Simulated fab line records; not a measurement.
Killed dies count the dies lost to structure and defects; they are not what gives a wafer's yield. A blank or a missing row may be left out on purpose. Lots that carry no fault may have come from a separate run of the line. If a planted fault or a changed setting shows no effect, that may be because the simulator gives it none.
One fault through the eyes of 2 desks	flow rit_cmos	only its own numbers are on each desk; what lay behind them is given at the end

FROM THE METROLOGY DESK
What the gauges read for every lot (on any tool): the sampled wafers with a number, averaged. Marked OUT: a lot whose mean sits more than 4 standard deviations from the usual mean, which makes it out of limits; the brackets give that distance.
Columns: A = ACTIVE_NITRIDE_THK at RIT_ACTIVE_THK_MEAS_04, usual 152.6 nm
lot	first seen here	A
L699	day 1 14:03	153.5
L702	day 2 05:35	152.9
L703	day 2 10:50	152.9
L704	day 2 15:06	152.6
L705	day 2 20:17	153.8
L708	day 3 12:28	153.1
L709	day 3 17:26	255.5 (+94) OUT
L710	day 3 20:32	256.6 (+95) OUT
L711	day 4 02:20	256.7 (+95) OUT
L714	day 4 18:27	152.3
L715	day 4 22:11	152.3
L716	day 5 02:35	152.5
L717	day 5 09:07	151.4
L721	day 6 04:29	151.2
L722	day 6 08:32	152.7
This desk finds L709, L710, L711 out of limits, with the earliest case on L709 at day 3 17:26 (ACTIVE_NITRIDE_THK at RIT_ACTIVE_THK_MEAS_04). Within limits: L699, L702, L703, L704, L705, L708, L714, L715, L716, L717, L721, L722.

FOR THE TOOL OWNER'S DESK: lpcvd-01
The tool's own readings at RIT_ACTIVE_CVD_03 (deposits Si3N4 from SiH2Cl2/NH3, target thk 150 nm, time 1527 s): means of the sampled wafers that have a number, for each lot that ran on this tool. Marked OUT: a lot whose mean sits more than 4 standard deviations from the usual mean, which makes it out of limits; the brackets give that distance.
Columns: A = nh3_flow_sccm at RIT_ACTIVE_CVD_03, usual 150.1 sccm; B = spike_tc_centre_C at RIT_ACTIVE_CVD_03, usual 812.7 C; C = spike_tc_load_C at RIT_ACTIVE_CVD_03, usual 835.0 C; D = spike_tc_source_C at RIT_ACTIVE_CVD_03, usual 833 C
lot	first seen here	A	B	C	D
L699	day 1 12:38	149.8	811.2	836.0	830
L702	day 2 03:27	149.9	813.7	835.0	834
L703	day 2 08:41	150.9	814.0	835.1	836
L708	day 3 11:03	150.9	813.7	835.1	836
L709	day 3 16:00	150.6	857.2 (+32) OUT	880.4 (+35) OUT	876 (+13) OUT
L710	day 3 19:07	150.0	856.5 (+31) OUT	881.4 (+36) OUT	876 (+13) OUT
L711	day 4 00:55	149.9	857.5 (+32) OUT	880.2 (+35) OUT	881 (+14) OUT
This desk's verdict: out of limits on L709, L710, L711, starting with L709 at day 3 16:00 (spike_tc_centre_C at RIT_ACTIVE_CVD_03). Within limits: L699, L702, L703, L708.

ALL TOGETHER
An alarm could have come from the tool owner's desk at day 3 16:00, on L709, L710, L711.
An alarm was possible from the metrology desk at day 3 17:26, on L709, L710, L711.
All the named lots went through RIT_ACTIVE_CVD_03 on lpcvd-01.

WHAT HAD BEEN PUT IN BY THE SIMULATOR
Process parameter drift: lpcvd-01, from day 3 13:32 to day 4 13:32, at RIT_ACTIVE_CVD_03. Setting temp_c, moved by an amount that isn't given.
Shown lots that were struck: L709, L710, L711.
Fault start to first reading out of limits, in hours, per desk: tool owner, 2; metrology, 4.
